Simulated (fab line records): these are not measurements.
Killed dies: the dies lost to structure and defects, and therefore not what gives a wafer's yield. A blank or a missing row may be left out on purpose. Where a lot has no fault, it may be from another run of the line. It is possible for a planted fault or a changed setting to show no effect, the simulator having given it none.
Which of the tools did it? | flow berkeleyCmos170 | Sampling: 14 lots, 42 wafers, 3 of 331 route steps

== WHAT THE GAUGES READ, wafer by wafer ==
UCB170_PLDD_CD_MEAS_06: the cd target is 1200 nm. Usual: cdNm 1199.8 nm, standard deviation 1.6.
lot  | measured     | on       | cdNm (nm)            | flag
L219 | day 6 15:28  | cdSem-01 | 1201.6 1201.2 1201.7 | 
L220 | day 6 16:00  | cdSem-02 | 1200.5 1199.6 1199.4 | 
L221 | day 7 06:39  | cdSem-02 | 1199.5 1197.6 1199.2 | 
L224 | day 7 18:10  | cdSem-02 | 1198.0 1199.0 1199.7 | 
L225 | day 7 23:05  | cdSem-02 | 1199.3 1200.1 1199.7 | 
L227 | day 8 08:35  | cdSem-01 | 1195.3 1196.4 1196.0 | 
L228 | day 8 22:58  | cdSem-02 | 1200.8 1201.1 1200.7 | 
L229 | day 8 22:31  | cdSem-02 | 1200.1 1200.1 1200.5 | 
L232 | day 9 14:35  | cdSem-01 | 1198.4 1196.8 1196.7 | 
L234 | day 9 14:49  | cdSem-02 | 1200.7 1201.1 1200.1 | 
L233 | day 9 14:24  | cdSem-02 | 1198.6 1199.7 1198.8 | 
L240 | day 11 04:46 | cdSem-01 | 1199.5 1198.3 1199.1 | 
L239 | day 11 06:15 | cdSem-01 | 1198.7 1198.4 1199.5 | 
L241 | day 11 12:27 | cdSem-01 | 1198.9 1198.8 1198.7 | 

== TOOL THAT RAN EACH LOT (tool first, then ch and the chambers of the sampled wafers, then the start) ==
lot  | UCB170_ACTIVE_ETCH_15            | UCB170_GATE_CLEAN_17
L219 | rieDiel-02 ch 0,3, day 4 12:27   | wetBench-04 ch 2, day 6 13:52
L220 | rieDiel-04 ch 0,2, day 4 13:03   | wetBench-03 ch 1, day 6 14:19
L221 | rieDiel-03 ch 0,1,3, day 5 05:21 | wetBench-04 ch 0, day 7 05:17
L224 | rieDiel-02 ch 0,3, day 5 14:10   | wetBench-04 ch 2, day 7 16:59
L225 | rieDiel-03 ch 0,2, day 5 17:22   | wetBench-04 ch 3, day 7 21:43
L227 | rieDiel-02 ch 0,1,2, day 6 09:35 | wetBench-02 ch 1, day 8 07:08
L228 | rieDiel-02 ch 0,1,2, day 6 17:05 | wetBench-04 ch 1, day 8 21:40
L229 | rieDiel-03 ch 0,2,3, day 6 17:22 | wetBench-04 ch 3, day 8 21:19
L232 | rieDiel-02 ch 0,1,3, day 7 15:58 | wetBench-04 ch 1, day 9 13:31
L234 | rieDiel-03 ch 0,2,3, day 7 20:52 | wetBench-04 ch 3, day 9 13:41
L233 | rieDiel-04 ch 1,2,3, day 7 21:08 | wetBench-04 ch 1, day 9 13:20
L240 | rieDiel-02 ch 0,1, day 9 02:00   | wetBench-04 ch 0, day 11 03:41
L239 | rieDiel-03 ch 0,1,2, day 9 02:12 | wetBench-04 ch 0, day 11 04:44
L241 | rieDiel-03 ch 0,3, day 9 06:29   | wetBench-03 ch 1, day 11 10:14
- UCB170_ACTIVE_ETCH_15: etches Si3N4 in CH3F/Ar/O2, stops on SiO2, target depth 242 nm, time 151 s.
- UCB170_GATE_CLEAN_17: cleans in SPM, time 600 s.

== AS READ BY THE TOOLS THEMSELVES (means over the sampled wafers that have a number; for cases with no such wafer, the mark the record gives instead) ==
UCB170_ACTIVE_ETCH_15. Usual: drypumpMotorCurrentA 5.48 A, standard deviation 0.29; oesProductAu 0.935 a.u., standard deviation 0.018; throttleValvePct 8.11 %, standard deviation 0.14.
lot  | tool       | drypumpMotorCurrentA (A) | oesProductAu (a.u.) | throttleValvePct (%) | flag
L219 | rieDiel-02 | 5.30                     | 0.924               | 8.00                 | 
L220 | rieDiel-04 | 5.48                     | 0.944               | 8.02                 | 
L221 | rieDiel-03 | 5.48                     | 0.921               | 8.10                 | 
L224 | rieDiel-02 | 5.31                     | 0.932               | 8.01                 | 
L225 | rieDiel-03 | 5.84                     | 0.932               | 7.97                 | 
L227 | rieDiel-02 | 5.54                     | 0.936               | 8.17                 | 
L228 | rieDiel-02 | 5.51                     | 0.930               | 8.16                 | 
L229 | rieDiel-03 | 5.65                     | 0.935               | 8.09                 | 
L232 | rieDiel-02 | 5.50                     | 0.927               | 8.09                 | 
L234 | rieDiel-03 | 5.69                     | 0.937               | 8.08                 | 
L233 | rieDiel-04 | 5.40                     | 0.927               | 8.12                 | 
L240 | rieDiel-02 | 5.80                     | 0.923               | 8.22                 | 
L239 | rieDiel-03 | 5.68                     | 0.942               | 8.09                 | 
L241 | rieDiel-03 | 5.50                     | 0.926               | 8.10                 | 

UCB170_GATE_CLEAN_17. Usual: bathGuardTempC 120.1 C, standard deviation 0.39; bathHeatDutyPct 12.9 %, standard deviation 1.2; tempC 120.02 C, standard deviation 0.13.
lot  | tool        | bathGuardTempC (C) | bathHeatDutyPct (%) | tempC (C) | flag
L219 | wetBench-04 | 119.9              | 13.3                | 119.96    | 
L220 | wetBench-03 | 120.2              | 11.0                | 119.96    | 
L221 | wetBench-04 | 120.2              | 12.4                | 120.14    | 
L224 | wetBench-04 | 120.3              | 13.3                | 119.99    | 
L225 | wetBench-04 | 119.7              | 14.4                | 120.01    | 
L227 | wetBench-02 | 120.3              | 10.8                | 120.06    | 
L228 | wetBench-04 | 120.4              | 12.4                | 120.01    | 
L229 | wetBench-04 | 119.8              | 14.1                | 120.02    | 
L232 | wetBench-04 | 120.3              | 12.2                | 119.97    | 
L234 | wetBench-04 | 119.7              | 14.1                | 119.84    | 
L233 | wetBench-04 | 120.5              | 11.7                | 120.08    | 
L240 | wetBench-04 | -                  | -                   | -         | OFF
L239 | wetBench-04 | -                  | -                   | -         | OFF
L241 | wetBench-03 | 119.9              | 11.2                | 120.15    | 

== THE ANSWER, worked out from the rows above alone ==
Rule: take the mean of a lot's wafers that have a number; if it is more than 3 standard deviations from the usual mean, the lot is off. Also off: a lot with no number at a reading for which 4 or more lots have one. Any other lot the step has rows for is counted as sound. The gauges are gone through in route order, then the tools' own readings, and for those a lot's mean is taken as printed above. The first step at which some lot is off is used, and at that step the reading that is off furthest; a lot without a number counts as furthest.
Off: L240, L239 (UCB170_GATE_CLEAN_17, bathGuardTempC). Without a number there: L240, L239.
A tool fits if, at that step or a process step before it, it ran every lot that is off, and no sound lot after the first of them. One fits: wetBench-04 at UCB170_GATE_CLEAN_17. Its last sound lot is L234 (day 9 13:41), its first lot that is off L240 (day 11 03:41): a fault that began between those two fits.
Blank at UCB170_GATE_CLEAN_17 on the lots that are off, where sound lots have numbers: bathGuardTempC, bathHeatDutyPct, tempC.

== WHAT WAS PUT IN BY THE SIMULATOR ==
Entire step skipped (wetBench-04, UCB170_GATE_CLEAN_17), from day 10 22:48 onward. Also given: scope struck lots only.
Lots struck among those shown: L240, L239. The rule above found the same.
